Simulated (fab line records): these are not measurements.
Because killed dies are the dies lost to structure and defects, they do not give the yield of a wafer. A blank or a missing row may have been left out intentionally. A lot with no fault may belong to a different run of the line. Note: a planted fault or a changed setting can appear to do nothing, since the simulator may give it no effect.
Code-filled problem report in 8D (eight disciplines) form / flow ritCmos / the parts of the form that need people (team, actions taken, sign-off) are left out

## 1. PROBLEM STATEMENT
RIT_M1_STRIP_13, runLengthS: mean 469 s on 3 wafers (1 lot); fault-free wafers 628 s, standard deviation 4. That is -40 standard deviations from the usual mean.
The step: strips in nmp, time 600 s.
Seen first at day 6 20:34 on wetBench-03, wafer L160.1. The record holds 39 wafers of 13 lots with a number at this step. Rule for "out", or "out of limits": more than 4 standard deviations from the usual mean. The other wafers with a number count as sound.

## 2. WHAT IT IS; WHAT IT IS NOT
question=which readings at this step | is=runLengthS | is not=bathHeatDutyPct
question=which lots | is=L160 | is not=L143, L144, L145, L146, L147, L148, L149, L150, L151, L153, L155, L166
question=which wafers of those lots | is=all that have a number | is not=-
question=read on which tools | is=wetBench-03 | is not=wetBench-01, wetBench-02
question=when | is=from day 6 20:34 | is not=up to then (33 sound wafers); but 3 sound wafers of L166 came after

## 3. WHAT RULES OUT EACH SUSPECT
Counting: any tool at a process step up to the reading is kept as a suspect provided that every lot that is out went through it and no sound lot did after the first of them.
- wetBench-03 at RIT_M1_STRIP_13 (strips in nmp, time 600 s): kept. It ran the lot that is out, L160 (day 6 20:34), and no sound lot after that; its last sound lot up to then is L155 (day 5 20:56). Its own readings are out on those wafers: runLengthS.
After counting, what remains is wetBench-03 at RIT_M1_STRIP_13.

## 4. THE CAUSE (what the simulator had put in)
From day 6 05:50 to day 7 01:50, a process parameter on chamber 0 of wetBench-03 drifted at RIT_M1_STRIP_13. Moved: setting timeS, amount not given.
Counting left only this tool.

## 5. SEQUENCE OF EFFECTS, ordered by route
Rows list readings where the struck wafers' mean (over those with a number) sits beyond 3 standard deviations from the usual. Only readings whose record carries a usual standard deviation are examined. hours: median over the lots of the time between each lot's start at the first step of this table that gives one and its start at this step. sigmas: the change, counted in usual standard deviations.
hours=0; step=RIT_M1_STRIP_13; reading=runLengthS; usual=628 s; on struck wafers=469; change=-159; sigmas=-40
It contains these process steps:
- RIT_M1_STRIP_13: strips in nmp, time 600 s.

## 6. WHAT WOULD HAVE CAUGHT IT SOONER
First out-of-limits reading in this record: day 6 20:34, which is 15 hours after fault onset at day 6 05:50.
